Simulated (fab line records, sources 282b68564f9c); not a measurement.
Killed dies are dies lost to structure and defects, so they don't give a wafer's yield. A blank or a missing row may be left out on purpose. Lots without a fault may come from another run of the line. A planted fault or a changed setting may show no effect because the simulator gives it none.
One fault seen from 2 desks | flow rit_cmos | each desk has only its own numbers; what lay behind them comes last

THE TOOL OWNER'S DESK: litho_track-04
The tool's own readings at RIT_NSD_COAT_01 (resist thk 1000 nm): means of the sampled wafers that have a number, for each lot that ran on this tool. A lot is out of limits, marked OUT, if its mean lies more than 4 standard deviations from the usual mean; the brackets give that distance.
Columns: A = dispense_pressure_kPa at RIT_NSD_COAT_01, usual 49.4 kPa; B = resist_line_temp_C at RIT_NSD_COAT_01, usual 23.00 C
lot  | first seen here | A    | B
L940 | day 4 22:26     | 49.0 | 22.95
L943 | day 5 11:38     | 49.1 | 23.09
L944 | day 5 15:37     | 49.1 | 23.01
L945 | day 5 20:45     | 49.1 | 22.94
This desk's finding: nothing out of limits on any of the 4 lots.

THE METROLOGY DESK
What the gauges read, lot by lot, whatever tool the lot ran on: means of the sampled wafers that have a number. A lot is out of limits, marked OUT, if its mean lies more than 4 standard deviations from the usual mean; the brackets give that distance.
Columns: A = PLDD_OVL at RIT_PLDD_OVL_MEAS_06, usual -0.2 nm; B = PLDD_TW at RIT_PLDD_TW_MEAS_10, usual 2363; C = SPACER_NITRIDE_THK at RIT_SPACER_THK_MEAS_04, usual 248.2 nm; D = NSD_OVL at RIT_NSD_OVL_MEAS_06, usual -0.7 nm
lot  | first seen here | A    | B    | C     | D
L933 | day 3 10:28     | -2.1 | 2365 | 252.6 | -0.4
L940 | day 4 18:40     | -1.2 | 2375 | 249.6 | -1.1
L943 | day 5 08:25     | 0.6  | 2361 | 247.0 | 0.4
L944 | day 5 12:24     | 2.7  | 2351 | 248.8 | 0.8
L945 | day 5 16:22     | -0.2 | 2359 | 249.9 | -1.6
L953 | day 7 10:30     | -0.8 | 2365 | 246.2 | -0.9
L954 | day 7 17:17     | -0.1 | 2351 | 249.2 | -3.3
This desk's finding: nothing out of limits on any of the 7 lots.

PUT TOGETHER
The tool owner's desk saw nothing out of limits.
The metrology desk saw nothing out of limits.

WHAT THE SIMULATOR HAD PUT IN
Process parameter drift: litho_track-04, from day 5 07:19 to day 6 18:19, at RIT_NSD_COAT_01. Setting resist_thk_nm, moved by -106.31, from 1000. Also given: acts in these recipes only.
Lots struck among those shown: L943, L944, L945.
